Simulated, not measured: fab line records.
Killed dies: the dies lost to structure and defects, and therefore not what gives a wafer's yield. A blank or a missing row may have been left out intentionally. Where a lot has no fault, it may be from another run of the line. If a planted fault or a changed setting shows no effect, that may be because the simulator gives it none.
Lot-split experiment ; flow berkeley_cmos170 ; on a route of 331 steps: 5 lots, 23 wafers read

== THE SPLIT ITSELF ==
At UCB170_PVT_COAT_01 (resist thk 900 nm), the setting resist_thk_nm was moved away from the recipe's 900 nm on 7 of the 23 wafers read, by -5.2% to +2.6%. All remaining wafers had this setting at the recipe value.

The split's own step is where the reading is taken.

== THE READING ==
KrF_of_PVT_COAT_01.thk_nm (the simulator's own value, which no gauge read), in nm, at UCB170_PVT_COAT_01 (resist thk 900 nm). There is no usual value for it anywhere in the file. The 16 wafers here that ran the recipe average 898.5 nm, standard deviation 1.8 nm.

wafer;tool, chamber at the split;resist_thk_nm as run, nm;against the recipe;KrF_of_PVT_COAT_01.thk_nm, nm;against lot-mates on the recipe
L075.1;litho_track-04, 0;900;recipe;897.7;-
L075.2;litho_track-04, 0;864.5;-3.9%;863.1;-33.9
L075.3;litho_track-04, 0;900;recipe;896.3;-
L075.4;litho_track-04, 0;864.5;-3.9%;861.6;-35.4
L075.6;litho_track-04, 0;900;recipe;897.1;-
L078.3;litho_track-02, 0;900;recipe;895.2;-
L078.4;litho_track-02, 0;900;recipe;897.8;-
L078.6;litho_track-02, 0;900;recipe;897.7;-
L080.1;litho_track-03, 0;900;recipe;896.3;-
L080.2;litho_track-03, 0;900;recipe;898.5;-
L080.3;litho_track-03, 0;900;recipe;899.8;-
L080.5;litho_track-03, 0;900;recipe;898.7;-
L080.6;litho_track-03, 0;900;recipe;900;-
L081.1;litho_track-02, 0;852.8;-5.2%;854;-46.5
L081.2;litho_track-02, 0;900;recipe;902;-
L081.3;litho_track-02, 0;852.8;-5.2%;852.6;-47.9
L081.4;litho_track-02, 0;900;recipe;899.1;-
L081.6;litho_track-02, 0;852.8;-5.2%;853.8;-46.8
L083.1;litho_track-03, 0;900;recipe;901.2;-
L083.2;litho_track-03, 0;900;recipe;897.8;-
L083.4;litho_track-03, 0;923.4;+2.6%;923.5;+23.5
L083.5;litho_track-03, 0;923.4;+2.6%;921.5;+21.5
L083.6;litho_track-03, 0;900;recipe;900.9;-

THE FIT
A straight line over all 23 wafers: KrF_of_PVT_COAT_01.thk_nm changes by +8.82 nm for each +1% of resist_thk_nm; r = +1.00; the points scatter about the line by 1.8 nm.
The same after taking each lot's own level away (the mean of its wafers on the recipe; 23 wafers): +8.89 nm for each +1%; r = +1.00; scatter 1.2 nm.
The reading moves by 47 nm for the largest change in resist_thk_nm, on that fit.
Measured against the standard deviation above, the lots' own levels, which go from 896.90 to 900.55 nm, span 2.0 times it.
The two slopes agree, so the slope changes little with the lot-to-lot level.
Check: -46.7 nm against its lot-mates is what the line predicts for one of the wafers moved furthest among these (-5.2%) when that wafer is left out of the fit. It came out at -46.5 nm against them.

== THESE WAFERS: OTHER SPLITS ==
Note: prior to the reading, these wafers also went through further splits. Each is held against what the fit with the lots' levels taken away leaves over:
other split on the same wafers;wafers away from the commonest value;r with KrF_of_PVT_COAT_01.thk_nm (lot level and that fit taken away)
UCB170_PWELL_OXIDATION_02 temp_c;15;+0.02
UCB170_PWELL_COAT_08 spin_rpm;11;+0.09
UCB170_ACTIVE_COAT_08 resist_thk_nm;8;-0.13
UCB170_SACOX_OXIDATION_01 temp_c;15;+0.07

== THE WHOLE CHAIN: every reading that the file lists as answering this split, in the file's order ==
step;what it does;reading;change (the file's fit);r (the file's)
UCB170_PVT_COAT_01;resist thk 900 nm;KrF_of_PVT_COAT_01.thk_nm (the simulator's own value, which no gauge read);+8.87 nm for each +1% of the setting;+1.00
UCB170_PVT_STRIP_08;strips in O2;strip_time_to_endpoint_s;withheld for each +1% of the setting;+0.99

== THE FILE'S OWN FIT ==
KrF_of_PVT_COAT_01.thk_nm changes by +8.87 nm for each +1% of resist_thk_nm, r = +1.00.
